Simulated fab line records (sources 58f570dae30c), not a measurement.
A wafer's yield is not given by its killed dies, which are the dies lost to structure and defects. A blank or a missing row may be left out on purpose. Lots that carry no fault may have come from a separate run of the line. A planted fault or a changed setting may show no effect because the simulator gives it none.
Which of the tools did it? / flow berkeley-cmos170 / Sampling: 7 lots, 21 wafers, 3 of 331 route steps

== WHAT THE GAUGES READ, wafer by wafer ==
UCB170_SDANNEAL_RS_MEAS_04: measures by four-point-probe.
lot=L715; measured=day 8 02:27; on=film-metro-04; PLDD_RS (ohm/sq)=1032 1035 1031
lot=L719; measured=day 8 20:07; on=film-metro-04; PLDD_RS (ohm/sq)=1029 1032 1029
lot=L726; measured=day 10 09:48; on=film-metro-04; PLDD_RS (ohm/sq)=1065 1066 1068
lot=L732; measured=day 11 14:40; on=film-metro-04; PLDD_RS (ohm/sq)=1034 1036 1035
lot=L731; measured=day 11 14:22; on=film-metro-01; PLDD_RS (ohm/sq)=1026 1024 1027
lot=L734; measured=day 12 18:56; on=film-metro-02; PLDD_RS (ohm/sq)=1027 1025 1024
lot=L737; measured=day 13 05:10; on=film-metro-02; PLDD_RS (ohm/sq)=1027 1030 1032

== EACH LOT AND THE TOOL THAT RAN IT (in order: tool; ch and the chambers of the sampled wafers; start) ==
lot=L715; UCB170_PLDD_STRIP_10=plasma-asher-02 ch 0,1, day 7 13:21; UCB170_SPACER_ANNEAL_02=furnace-02 ch 0, day 7 19:45
lot=L719; UCB170_PLDD_STRIP_10=plasma-asher-04 ch 0,1, day 8 05:34; UCB170_SPACER_ANNEAL_02=furnace-02 ch 0, day 8 14:10
lot=L726; UCB170_PLDD_STRIP_10=plasma-asher-01 ch 0,1, day 9 18:14; UCB170_SPACER_ANNEAL_02=furnace-04 ch 0, day 10 02:11
lot=L732; UCB170_PLDD_STRIP_10=plasma-asher-04 ch 0,1, day 10 23:57; UCB170_SPACER_ANNEAL_02=furnace-02 ch 0, day 11 07:42
lot=L731; UCB170_PLDD_STRIP_10=plasma-asher-02 ch 0, day 11 00:29; UCB170_SPACER_ANNEAL_02=furnace-02 ch 0, day 11 07:42
lot=L734; UCB170_PLDD_STRIP_10=plasma-asher-04 ch 0,1, day 12 00:49; UCB170_SPACER_ANNEAL_02=furnace-02 ch 0, day 12 12:32
lot=L737; UCB170_PLDD_STRIP_10=plasma-asher-01 ch 0,1, day 12 14:27; UCB170_SPACER_ANNEAL_02=furnace-04 ch 0, day 12 21:10
- UCB170_PLDD_STRIP_10: strips in O2.
- UCB170_SPACER_ANNEAL_02: time 1800 s.

== THE ANSWER, worked out from the rows above alone ==
Rule: the lots themselves supply what counts as usual. The widest of any qualifying gaps counts: lots, ordered by their means at a reading, are off when they make up no more than a third of the lots, leave a main group of 4 or more, and stand apart from it by 3 or more times the standard deviation of that group's means. If all means in a main group match to the digits the tables above print for the reading, that group is not used. Also off: a lot with no number at a reading for which 4 or more lots have one. Where the step has rows for the other lots, those lots are counted as sound.
Off: at UCB170_SDANNEAL_RS_MEAS_04 (PLDD_RS), L726. The main group: mean 1030 ohm/sq, standard deviation 3.5.
If a tool, at a process step before that reading, ran all the lots that are off and no sound lot after the first of them, it fits. Those tools and the gauges at UCB170_SDANNEAL_RS_MEAS_04 are tried in the same way. No candidate that was tried fits.

== WHAT WAS PUT IN BY THE SIMULATOR ==
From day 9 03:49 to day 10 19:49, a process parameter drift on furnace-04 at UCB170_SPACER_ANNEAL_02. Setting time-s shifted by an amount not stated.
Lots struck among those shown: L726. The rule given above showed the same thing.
